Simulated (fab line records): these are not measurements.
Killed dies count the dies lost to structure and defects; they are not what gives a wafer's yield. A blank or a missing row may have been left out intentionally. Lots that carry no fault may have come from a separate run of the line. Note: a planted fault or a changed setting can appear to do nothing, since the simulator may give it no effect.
Split-lot study	flow rit cmos	route with 202 steps; 5 lots, 23 wafers read

## ON THE SPLIT
At RIT_GATE_CVD_08 (deposits poly-Si from SiH4, target thk 250 nm, time 2220 s), the setting time s was moved away from the recipe's 2220 s on 20 of the 23 wafers read, by -12.2% to -3.9%. The other wafers ran this setting at the recipe's value.

There is no step in the file separating the split from the reading.

## THE READING
GATE_POLY_THK (nm), taken at RIT_GATE_THK_MEAS_09. On this fab line, fault-free wafers typically give 249.1 nm with a standard deviation of 1.9 nm.

wafer	tool, chamber at the split	time s as run, s	against the recipe	GATE_POLY_THK, nm	against lot-mates on the recipe
L076.2	-, -	2052	-7.6%	230.7	no lot-mate on the recipe
L076.3	-, -	2052	-7.6%	230.6	no lot-mate on the recipe
L076.4	-, -	2052	-7.6%	230.6	no lot-mate on the recipe
L076.5	-, -	2052	-7.6%	231.3	no lot-mate on the recipe
L076.6	-, -	2052	-7.6%	230.3	no lot-mate on the recipe
L082.1	-, -	1949	-12.2%	214.3	no lot-mate on the recipe
L082.2	-, -	1949	-12.2%	215.5	no lot-mate on the recipe
L082.3	-, -	1949	-12.2%	214.5	no lot-mate on the recipe
L082.4	-, -	1949	-12.2%	216.2	no lot-mate on the recipe
L082.6	-, -	1949	-12.2%	216.0	no lot-mate on the recipe
L083.1	-, -	2134	-3.9%	238.2	no lot-mate on the recipe
L083.2	-, -	2134	-3.9%	236.8	no lot-mate on the recipe
L083.3	-, -	2134	-3.9%	236.5	no lot-mate on the recipe
L083.4	-, -	2134	-3.9%	237.6	no lot-mate on the recipe
L083.5	-, -	2134	-3.9%	237.7	no lot-mate on the recipe
L084.1	lpcvd-02, 1	2220	recipe	248.7	-
L084.2	lpcvd-02, 1	2220	recipe	249.0	-
L084.3	lpcvd-02, 1	2220	recipe	248.1	-
L085.2	-, -	2035	-8.3%	229.6	no lot-mate on the recipe
L085.3	-, -	2035	-8.3%	228.2	no lot-mate on the recipe
L085.4	-, -	2035	-8.3%	229.7	no lot-mate on the recipe
L085.5	-, -	2035	-8.3%	230.2	no lot-mate on the recipe
L085.6	-, -	2035	-8.3%	228.6	no lot-mate on the recipe

THE FIT
A straight line over all 23 wafers: GATE_POLY_THK changes by +2.6 nm for each +1% of time s; r = +0.99; the points scatter about the line by 1.8 nm.
Too few moved wafers with a lot-mate on the recipe to fit a line net of each lot's own level.

## THE WHOLE CHAIN: every reading that the file lists as answering this split, in the file's order
step	what it does	reading	change (the file's fit)	r (the file's)
RIT_GATE_CVD_08	deposits poly-Si from SiH4, target thk 250 nm, time 2220 s	poly-Si_of_GATE_CVD_08.thk nm (the simulator's own value, which no gauge read)	+2.6 nm for each +1% of the setting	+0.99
RIT_GATE_THK_MEAS_09		GATE_POLY_THK	+2.6 for each +1% of the setting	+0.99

## THE FILE'S OWN FIT
GATE_POLY_THK changes by +2.6 nm for each +1% of time s, r = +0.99.
